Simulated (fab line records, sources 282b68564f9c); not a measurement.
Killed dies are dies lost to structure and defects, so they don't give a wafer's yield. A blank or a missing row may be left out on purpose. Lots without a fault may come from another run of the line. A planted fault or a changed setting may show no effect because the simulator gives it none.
Problem report in the 8D (eight disciplines) form, filled by code | flow rit_cmos | the parts of the form that need people (team, actions taken, sign-off) are left out

1. THE PROBLEM
FOX2_OXIDE_THK at RIT_FOX2_THK_MEAS_01 reads a mean of 272 nm on 6 wafers of 2 lots; wafers without a fault read 352 nm with a standard deviation of 6.4. That is -12 standard deviations from the usual mean.
First seen on wafer L904.1, day 4 08:10, on film_metro-02. The record holds 42 wafers of 14 lots with a number at this step. Rule for "out", or "out of limits": more than 4 standard deviations from the usual mean. The other wafers with a number count as sound.

2. WHAT IT IS AND WHAT IT IS NOT
question                    | is                           | is not
which readings at this step | FOX2_OXIDE_THK               | -
which lots                  | L904, L906                   | L892, L893, L894, L895, L896, L897, L898, L899, L901, L902, L914, L915
which wafers of those lots  | all that have a number       | -
read on which gauges        | film_metro-02, film_metro-03 | film_metro-01
when                        | from day 4 08:10             | up to then (30 sound wafers); but 6 sound wafers of L914, L915 came after

3. SUSPECTS, AND WHAT RULES EACH OUT
Counting: a tool at a process step up to the reading stays a suspect if it ran every lot that is out and no sound lot after the first of them.
- the gauge at RIT_FOX2_THK_MEAS_01: ruled out. The wafers that are out were read on 2 gauges (film_metro-02, film_metro-03).
- furnace-03 at RIT_FOX2_OXIDATION_00 (target thk 350.7 nm, ox time 1130 s): kept. It ran every lot that is out, first L904 (day 4 06:52), and no sound lot after that; its last sound lot up to then is L902 (day 4 01:24).
Left after counting: furnace-03 at RIT_FOX2_OXIDATION_00.

4. THE CAUSE (what the simulator had put in)
Process parameter drift: furnace-03, from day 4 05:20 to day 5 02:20, at RIT_FOX2_OXIDATION_00. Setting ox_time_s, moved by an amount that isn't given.
Counting left only this tool.

5. THE CHAIN OF EFFECTS, in route order
Each row: a reading whose mean over the struck wafers that have a number lies more than 3 standard deviations from the usual. Only readings for which the record gives a usual standard deviation are gone through. hours: the time from each lot's start at the first step in this table that gives one to its start at this step, as a median over the lots. sigmas: the change in usual standard deviations.
hours | step                 | reading                | usual  | on struck wafers | change | sigmas
0     | RIT_FOX2_THK_MEAS_01 | FOX2_OXIDE_THK         | 352 nm | 272              | -80    | -12
1     | RIT_FOX2_THK_MEAS_90 | FIELD_OXIDE_LEFT_1_THK | 325 nm | 246              | -79    | -12
17    | RIT_FOX2_THK_MEAS_91 | FIELD_OXIDE_LEFT_2_THK | 257 nm | 178              | -79    | -12
Later measuring or inspecting steps at which every struck wafer that the step has a row for has a number for every such reading, and none has moved that far: RIT_NWELL_OVL_MEAS_06, RIT_SDANNEAL_RS_MEAS_05.

6. WHAT WOULD HAVE CAUGHT IT SOONER
In this record the first reading out of limits at a measuring or inspecting step was taken at day 4 08:10, 3 hours after the fault began at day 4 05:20.
Of the tool readings at RIT_FOX2_OXIDATION_00 for which the record gives a usual standard deviation, none was out on any struck wafer, so an alarm limit of 4 standard deviations on them would not have fired.
Of the lots that are out (2), L906 began RIT_FOX2_OXIDATION_00 on furnace-03 after day 4 08:10. A hold on the tool at that time would have spared it.
